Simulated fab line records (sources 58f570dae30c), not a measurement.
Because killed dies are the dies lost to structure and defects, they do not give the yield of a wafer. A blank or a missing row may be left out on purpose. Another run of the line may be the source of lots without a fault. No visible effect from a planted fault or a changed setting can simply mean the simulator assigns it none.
Which tool was responsible? ; flow berkeleyCmos170 ; 15 lots with 45 wafers sampled at 5 steps, on a route of 331 steps

== WHAT EACH GAUGE READ, for each wafer ==
UCB170_PVT_OVL_MEAS_06. Usual: for PVT_OVL the level is 0 nm and the standard deviation is 6.2.
lot;measured;on;PVT_OVL (nm);flag
L881;day 7 11:04;overlay-02;5 4 6;
L884;day 7 10:47;overlay-01;15 -2 -2;
L882;day 7 11:00;overlay-01;-9 -6 4;
L883;day 7 11:22;overlay-02;-14 -1 -9;
L885;day 8 00:04;overlay-01;3 -5 7;
L887;day 8 09:12;overlay-02;-5 7 -2;
L889;day 8 20:57;overlay-01;0 3 -5;
L891;day 9 07:55;overlay-02;- - -;OFF
L890;day 9 08:11;overlay-01;- - -;OFF
L894;day 9 19:37;overlay-02;- - -;OFF
L895;day 10 04:58;overlay-01;5 6 7;
L899;day 10 22:33;overlay-01;3 -9 2;
L900;day 10 22:22;overlay-01;-6 -5 -1;
L902;day 11 06:16;overlay-02;1 5 -1;
L901;day 11 05:59;overlay-01;-5 -10 1;

UCB170_NLDD_CD_MEAS_06: target cd 1200 nm. Usual: 1200.2 nm for cdNm, sd 1.5.
lot;measured;on;cdNm (nm);flag
L881;day 8 06:11;cdSem-01;1202.2 1202.0 1201.9;
L884;day 8 04:55;cdSem-01;1201.7 1201.3 1201.1;
L882;day 8 06:21;cdSem-02;1199.1 1200.6 1199.2;
L883;day 8 06:09;cdSem-02;1198.3 1199.6 1199.9;
L885;day 9 00:28;cdSem-01;1201.3 1199.8 1200.3;
L887;day 9 05:52;cdSem-02;1199.7 1199.9 1198.9;
L889;day 9 15:23;cdSem-02;1199.5 1198.7 1199.9;
L891;day 10 02:32;cdSem-02;1199.4 1199.4 1198.4;
L890;day 10 02:22;cdSem-01;1198.6 1198.4 1197.8;
L894;day 10 14:23;cdSem-02;1202.0 1201.2 1201.9;
L895;day 11 02:19;cdSem-02;1202.1 1201.7 1201.7;
L899;day 11 21:30;cdSem-02;1200.5 1200.6 1200.8;
L900;day 11 20:13;cdSem-01;1198.3 1199.3 1197.5;
L902;day 11 23:52;cdSem-02;1200.6 1201.2 1201.2;
L901;day 11 23:16;cdSem-02;1201.6 1201.4 1202.4;

UCB170_V1_CD_MEAS_90: target cd 700 nm. Usual: 700.1 nm for cdNm, sd 1.5.
lot;measured;on;cdNm (nm);flag
L881;day 9 15:05;cdSem-02;698.8 698.7 697.4;
L884;day 9 08:44;cdSem-02;700.0 699.8 700.0;
L882;day 9 13:10;cdSem-02;700.3 701.1 702.2;
L883;day 9 15:01;cdSem-01;700.5 698.1 702.4;
L885;day 10 05:04;cdSem-02;702.3 701.4 702.9;
L887;day 10 09:46;cdSem-02;698.2 701.5 698.7;
L889;day 10 17:35;cdSem-01;698.9 700.4 699.9;
L891;day 11 04:59;cdSem-01;702.8 702.6 700.5;
L890;day 11 05:14;cdSem-02;702.9 701.5 701.8;
L894;day 11 20:55;cdSem-02;699.9 702.0 699.9;
L895;day 12 09:35;cdSem-01;701.4 701.0 698.7;
L899;day 13 04:28;cdSem-01;700.0 697.7 699.4;
L900;day 13 03:19;cdSem-02;700.8 699.7 698.4;
L902;day 13 04:50;cdSem-01;700.8 699.6 700.6;
L901;day 13 03:28;cdSem-01;700.2 697.3 700.6;

== TOOL THAT RAN EACH LOT (tool first, then ch and the chambers of the sampled wafers, then the start) ==
lot;UCB170_NWELL_STRIP_15;UCB170_PVT_COAT_01
L881;plasmaAsher-01 ch 0,1, day 3 04:13;lithoTrack-04 ch 0, day 7 09:43
L884;plasmaAsher-03 ch 1, day 3 09:45;lithoTrack-03 ch 0, day 7 08:56
L882;plasmaAsher-01 ch 0,1, day 3 10:01;lithoTrack-03 ch 0, day 7 09:23
L883;plasmaAsher-04 ch 0,1, day 3 10:25;lithoTrack-03 ch 0, day 7 09:55
L885;plasmaAsher-01 ch 0,1, day 3 22:08;lithoTrack-04 ch 0, day 7 22:58
L887;plasmaAsher-03 ch 0,1, day 4 03:17;lithoTrack-01 ch 0, day 8 08:04
L889;plasmaAsher-03 ch 0,1, day 4 21:18;lithoTrack-04 ch 0, day 8 19:46
L891;plasmaAsher-03 ch 0,1, day 5 07:13;lithoTrack-04, day 9 06:14
L890;plasmaAsher-04 ch 0,1, day 5 07:43;lithoTrack-04, day 9 06:41
L894;plasmaAsher-01 ch 0,1, day 5 21:19;lithoTrack-03, day 9 18:41
L895;plasmaAsher-03 ch 0,1, day 6 06:22;lithoTrack-04 ch 0, day 10 04:11
L899;plasmaAsher-03 ch 0,1, day 6 15:13;lithoTrack-03 ch 0, day 10 21:23
L900;plasmaAsher-01 ch 0,1, day 6 23:43;lithoTrack-01 ch 0, day 10 21:04
L902;plasmaAsher-03 ch 0,1, day 7 09:52;lithoTrack-04 ch 0, day 11 05:23
L901;plasmaAsher-01 ch 0, day 7 10:14;lithoTrack-03 ch 0, day 11 05:10
- UCB170_NWELL_STRIP_15: strips in O2.
- UCB170_PVT_COAT_01: resist thk 900 nm.

== WHAT THE TOOLS THEMSELVES READ (means of the sampled wafers that have a number; where no wafer has one, the mark that the record gives instead) ==
UCB170_NWELL_STRIP_15. Usual: drypumpMotorCurrentA 5.95 A, standard deviation 0.28; oesProductAu 0.721 a.u., standard deviation 0.0047; stripTimeToEndpointS 18.02 s, standard deviation 0.077.
lot;tool;drypumpMotorCurrentA (A);oesProductAu (a.u.);stripTimeToEndpointS (s);flag
L881;plasmaAsher-01;6.15;0.718;17.95;
L884;plasmaAsher-03;5.59;0.716;18.05;
L882;plasmaAsher-01;5.92;0.723;18.15;
L883;plasmaAsher-04;6.13;0.722;18.01;
L885;plasmaAsher-01;6.15;0.722;18.12;
L887;plasmaAsher-03;5.97;0.721;18.11;
L889;plasmaAsher-03;5.96;0.721;18.08;
L891;plasmaAsher-03;5.79;0.718;18.02;
L890;plasmaAsher-04;6.13;0.724;18.10;
L894;plasmaAsher-01;5.93;0.722;17.96;
L895;plasmaAsher-03;5.94;0.720;18.06;
L899;plasmaAsher-03;5.97;0.720;17.97;
L900;plasmaAsher-01;6.12;0.721;17.93;
L902;plasmaAsher-03;5.98;0.724;18.05;
L901;plasmaAsher-01;6.35;0.722;17.94;

UCB170_PVT_COAT_01. Usual: chillPlateTempC 23.01 C, standard deviation 0.12; dispensePressureKPa 52.1 kPa, standard deviation 2.9.
lot;tool;chillPlateTempC (C);dispensePressureKPa (kPa);flag
L881;lithoTrack-04;23.22;49.1;
L884;lithoTrack-03;22.97;52.2;
L882;lithoTrack-03;23.00;52.3;
L883;lithoTrack-03;22.90;52.2;
L885;lithoTrack-04;23.00;49.1;
L887;lithoTrack-01;23.15;56.5;
L889;lithoTrack-04;22.92;49.1;
L891;lithoTrack-04;-;-;OFF
L890;lithoTrack-04;-;-;OFF
L894;lithoTrack-03;-;-;OFF
L895;lithoTrack-04;23.13;49.1;
L899;lithoTrack-03;22.89;52.3;
L900;lithoTrack-01;22.96;56.5;
L902;lithoTrack-04;22.94;49.1;
L901;lithoTrack-03;22.93;52.3;

== THE ANSWER, worked out from the rows above alone ==
Rule: lot off if the mean of its wafers having a number is beyond 3 standard deviations from the usual mean. A lot without any number at a reading at which 4 lots or more have one is off too. All remaining lots with rows at the step are treated as sound. After the gauges, taken in route order, come the tools' own readings; for these a lot's mean is taken, as printed above. At the first step where some lot is off, the reading lying furthest off is the one used; lots without a number count as furthest.
Off: L891, L890, L894, seen at UCB170_PVT_OVL_MEAS_06 (PVT_OVL). Without a number there: L891, L890, L894.
A tool fits if, at a process step before that reading, it ran every lot that is off, and no sound lot after the first of them. Not tried: the gauges at UCB170_PVT_OVL_MEAS_06; whatever is off there is also off at UCB170_PVT_COAT_01, on other tools, and gauge error can't account for it. No candidate that was tried fits.

== WHAT THE SIMULATOR HAD INSERTED ==
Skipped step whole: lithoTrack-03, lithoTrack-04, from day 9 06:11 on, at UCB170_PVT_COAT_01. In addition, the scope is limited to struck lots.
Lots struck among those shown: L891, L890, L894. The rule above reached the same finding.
